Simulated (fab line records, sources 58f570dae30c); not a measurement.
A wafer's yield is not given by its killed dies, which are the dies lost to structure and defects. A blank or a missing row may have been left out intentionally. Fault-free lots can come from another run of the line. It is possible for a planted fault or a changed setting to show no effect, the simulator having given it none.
A lot that was struck, set against a sound lot / flow berkeley_cmos170 / 27 out of 331 route steps
Sound: wafers L941.3, L941.5, L941.6. Wafers struck: L952.1, L952.2, L952.6. The cause comes at the end.
For every step that has rows: the tool of each side, followed by ch and its chambers, followed by its first start. Under that, the readings that differ: sound wafers / struck wafers / difference of the means / sigmas: that difference in standard deviations of wafers without a fault.
alike: a reading whose means differ by less than 2 such deviations, as well as words and numbers matching on both sides. not compared: withheld readings; readings where some wafer has no value; bounds like >300 that might hide an equal value; numbers whose values overlap and for which the record gives no deviation.
Wherever a step has rows on one side only, a row that says differs or no value, or a row with sigmas, the two part there. Numbers that don't overlap but have no deviation are shown without sigmas and don't part them. Lack of a reading on every wafer of one side parts them only where that side has two or more wafers.

first, 3 steps without rows for these wafers: UCB170_PVT_EXPOSE_03 (exposes mask NWELL, target cd 3000 nm); UCB170_PVT_PEB_04; UCB170_PVT_DEVELOP_05 (develop time 45 s).
UCB170_PVT_OVL_MEAS_06:
  struck on overlay-01, day 9 03:50; sound on overlay-01, day 6 11:31
  alike: PVT_OVL
then, 1 step without rows for these wafers: UCB170_PVT_IMPLANT_07.
UCB170_PVT_STRIP_08: strips in O2.
  sound on plasma_asher-01 ch 0,1, day 6 11:44; struck on plasma_asher-03 ch 0,1, day 9 04:01
  alike: drypump_motor_current_A, oes_product_au, strip_time_to_endpoint_s
  not compared: rf_hours_counter_h
UCB170_PVT_TW_MEAS_09:
  struck on film_metro-04, day 9 04:07; sound on film_metro-03, day 6 11:49
  alike: PVT_TW
then, 1 step without rows for these wafers: UCB170_GATE_WET_ETCH_00 (etches SiO2 in dHF, time 200 s).
UCB170_FIELD_THK_MEAS_91:
  struck on film_metro-01, day 9 04:20; sound on film_metro-01, day 6 12:25
  alike: FIELD_OXIDE_LEFT_2_THK
then, 1 step without rows for these wafers: UCB170_GATE_OXIDATION_01 (target thk 6.6 nm, ox time 1841 s).
UCB170_GATE_THK_MEAS_02:
  struck on film_metro-03, day 9 09:13; sound on film_metro-03, day 6 19:04
  alike: GATE_OXIDE_THK
then, 1 step without rows for these wafers: UCB170_GATE_ANNEAL_03 (time 1800 s).
UCB170_GATE_CVD_04: deposits poly-Si from SiH4, time 1440 s, target thk 214 nm.
  sound on lpcvd-01 ch 0, day 7 04:08; struck on lpcvd-01 ch 0, day 9 14:58
UCB170_GATE_THK_MEAS_05:
  struck on film_metro-02, day 9 17:12; sound on film_metro-02, day 7 05:34
reading=GATE_POLY_THK (nm); sound=216.4 214.0 212.2; struck=428.8 428.2 428.0; difference=+214.1; sigmas=+99 or more
then, 6 steps without rows for these wafers: UCB170_GATE_COAT_06; UCB170_GATE_COAT_07 (resist thk 900 nm); UCB170_GATE_SOFTBAKE_08 (time 60 s); UCB170_GATE_EXPOSE_09 (exposes mask POLY, target cd 350 nm); UCB170_GATE_PEB_10; UCB170_GATE_DEVELOP_11 (develop time 45 s).
UCB170_GATE_CD_MEAS_12 targets a cd of 350 nm.
  struck on cd_sem-02, day 9 18:20; sound on cd_sem-01, day 7 06:45
  alike: cd_nm
UCB170_GATE_OVL_MEAS_13:
  struck on overlay-01, day 9 18:27; sound on overlay-01, day 7 06:51
reading=GATE_OVL (nm); sound=6 6 4; struck=-9 -10 -9; difference=-15; sigmas=-2
UCB170_GATE_ETCH_14: etches BARC in N2/H2.
  sound on rie_diel-02 ch 1,2,3, day 7 06:52; struck on rie_diel-04 ch 1,3, day 9 18:29
reading=bias_w (W); sound=100.51 100.24 100.09; struck=99.73 99.62 99.67; difference=-0.61; sigmas=-2
  alike: drypump_motor_current_A, oes_product_au, throttle_valve_pct
UCB170_GATE_ETCH_15: etches poly-Si in HBr/Cl2, stops on SiO2, time 56.3 s, target depth 278.2 nm.
  sound on rie_si-01 ch 0,1,3, day 7 06:55; struck on rie_si-02 ch 0,2,3, day 9 18:32
reading=oes_product_au (a.u.); sound=0.827 0.826 0.830; struck=0.967 0.976 1.003; difference=+0.154; sigmas=+12
reading=model.etch.depth_nm (nm); sound=216.4 214.1 212.2; struck=272.5 269.3 271.1; difference=+56.7; sigmas=
reading=model.GATE.feature_depth_nm (nm); sound=216.4 214.1 212.3; struck=272.5 269.3 271.1; difference=+56.7; sigmas=
  alike: bias_w, drypump_motor_current_A, throttle_valve_pct
  not compared: rf_hours_counter_h
UCB170_GATE_STRIP_16: strips in O2.
  sound on plasma_asher-01 ch 0,1, day 7 06:59; struck on plasma_asher-01 ch 0,1, day 9 18:37
reading=model.poly-Si_of_GATE_CVD_04.thk_nm (nm); sound=216.1 213.8 211.9; struck=428.2 427.6 428; difference=+214.0; sigmas=
  alike: drypump_motor_current_A, oes_product_au
  not compared: rf_hours_counter_h
UCB170_GATE_CD_MEAS_90 targets a cd of 350 nm.
  struck on cd_sem-02, day 9 18:53; sound on cd_sem-01, day 7 07:06
  alike: cd_nm
UCB170_M3_PROBE_99:
  only the struck wafers here have rows in the record (prober-01, day 11 10:59); the sound ones have none

## WHERE THEY PART
First at UCB170_GATE_THK_MEAS_05; last, within this record, at UCB170_M3_PROBE_99.

WHY: whatever the simulator had introduced
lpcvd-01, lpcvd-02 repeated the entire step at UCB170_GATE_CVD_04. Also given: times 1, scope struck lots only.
